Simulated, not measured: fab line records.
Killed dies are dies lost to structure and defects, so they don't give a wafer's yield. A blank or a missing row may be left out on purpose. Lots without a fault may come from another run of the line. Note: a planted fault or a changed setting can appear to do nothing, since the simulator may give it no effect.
Which tool did it? | flow ritCmos | Sampling: 13 lots, 39 wafers, 2 of 202 route steps

== WHAT EACH GAUGE READ, for each wafer ==
RIT_ACTIVE_THK_MEAS_04.
lot  | measured    | on           | ACTIVE_NITRIDE_THK (nm)
L879 | day 1 19:08 | filmMetro-02 | 150.9 151.2 151.1
L880 | day 1 23:52 | filmMetro-02 | 152.2 151.4 152.2
L881 | day 2 05:28 | filmMetro-04 | 148.3 149.2 147.5
L882 | day 2 09:56 | filmMetro-04 | 150.1 151.9 150.2
L883 | day 2 14:41 | filmMetro-03 | 151.6 150.0 150.8
L884 | day 2 19:32 | filmMetro-04 | 149.7 149.6 149.2
L885 | day 3 01:55 | filmMetro-04 | 150.2 149.1 150.8
L891 | day 4 06:33 | filmMetro-03 | 150.8 151.7 149.7
L892 | day 4 12:39 | filmMetro-03 | 149.3 148.9 149.6
L893 | day 4 17:51 | filmMetro-03 | 147.3 148.1 146.7
L895 | day 5 03:26 | filmMetro-02 | 195.3 195.9 196.1 195.2 195.8 196.2
L900 | day 6 04:47 | filmMetro-03 | 152.3 150.6 150.2
L901 | day 6 08:32 | filmMetro-02 | 150.0 149.6 148.9

== WHICH TOOL RAN EACH LOT (tool, then ch and the chambers of the sampled wafers, then the start) ==
lot  | RIT_ACTIVE_CVD_03
L879 | lpcvd-01 ch 0, day 1 17:43
L880 | lpcvd-02 ch 1, day 1 22:27
L881 | lpcvd-01 ch 0, day 2 04:02
L882 | lpcvd-02 ch 0, day 2 08:31
L883 | lpcvd-02 ch 0, day 2 13:15
L884 | lpcvd-02 ch 0, day 2 18:07
L885 | lpcvd-02 ch 1, day 3 00:29
L891 | lpcvd-02 ch 1, day 4 05:07
L892 | lpcvd-02 ch 1, day 4 11:12
L893 | lpcvd-01 ch 1, day 4 15:43
L895 | lpcvd-02 ch 0, day 5 02:02
L900 | lpcvd-01 ch 1, day 6 03:22
L901 | lpcvd-01 ch 0, day 6 07:07
- RIT_ACTIVE_CVD_03: deposits Si3N4 from SiH2Cl2/NH3, target thk 150 nm, time 1500 s.

== AS READ BY THE TOOLS THEMSELVES (means over the sampled wafers that have a number; for cases with no such wafer, the mark the record gives instead) ==
RIT_ACTIVE_CVD_03.
lot  | tool     | sih2cl2FlowSccm (sccm) | spikeTcCentreC (C) | zonePowerCentrePct (%)
L879 | lpcvd-01 | 60.04                  | 810.6              | 37
L880 | lpcvd-02 | 59.75                  | 813.1              | 37
L881 | lpcvd-01 | 59.98                  | 810.4              | 38
L882 | lpcvd-02 | 60.04                  | 812.5              | 47
L883 | lpcvd-02 | 59.98                  | 812.8              | 48
L884 | lpcvd-02 | 60.23                  | 812.5              | 47
L885 | lpcvd-02 | 60.01                  | 813.2              | 37
L891 | lpcvd-02 | 59.87                  | 812.9              | 37
L892 | lpcvd-02 | 60.06                  | 813.4              | 37
L893 | lpcvd-01 | 59.85                  | 811.4              | 41
L895 | lpcvd-02 | 60.27                  | 812.5              | 48
L900 | lpcvd-01 | 60.12                  | 810.9              | 41
L901 | lpcvd-01 | 59.90                  | 812.4              | 38

== THE ANSWER, worked out from the rows above alone ==
Rule: usual is defined by the lots themselves. The widest of any qualifying gaps counts: lots, ordered by their means at a reading, are off when they make up no more than a third of the lots, leave a main group of 4 or more, and stand apart from it by 3 or more times the standard deviation of that group's means. A main group is skipped when, at the precision printed for the reading in the tables above, its means are all equal. Also off: a lot with no number at a reading for which 4 or more lots have one. Any other lot the step has rows for is counted as sound. Order of review: gauges by route order, followed by the tools' own readings, for which a lot's mean as printed above is used. At the first step where some lot is off, the reading lying furthest off is the one used; lots without a number count as furthest.
Off: at RIT_ACTIVE_THK_MEAS_04 (ACTIVE_NITRIDE_THK), L895. Main group: mean 150.0 nm, sd 1.2.
A tool fits if, at a process step before that reading, it ran every lot that is off, and no sound lot after the first of them. Not tried: the gauges at RIT_ACTIVE_THK_MEAS_04; whatever is off there is also off at RIT_ACTIVE_CVD_03, on other tools, and gauge error can't account for it. One fits: RIT_ACTIVE_CVD_03 on lpcvd-02. A fault onset in the window from L892 (day 4 11:12, its last sound lot) to L895 (day 5 02:02, its first lot off) fits.

== WHAT WAS PUT IN BY THE SIMULATOR ==
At RIT_ACTIVE_CVD_03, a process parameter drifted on lpcvd-02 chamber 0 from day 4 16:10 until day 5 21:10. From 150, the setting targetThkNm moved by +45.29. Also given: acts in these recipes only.
Struck lots among those shown: L895. The rule above found the same.
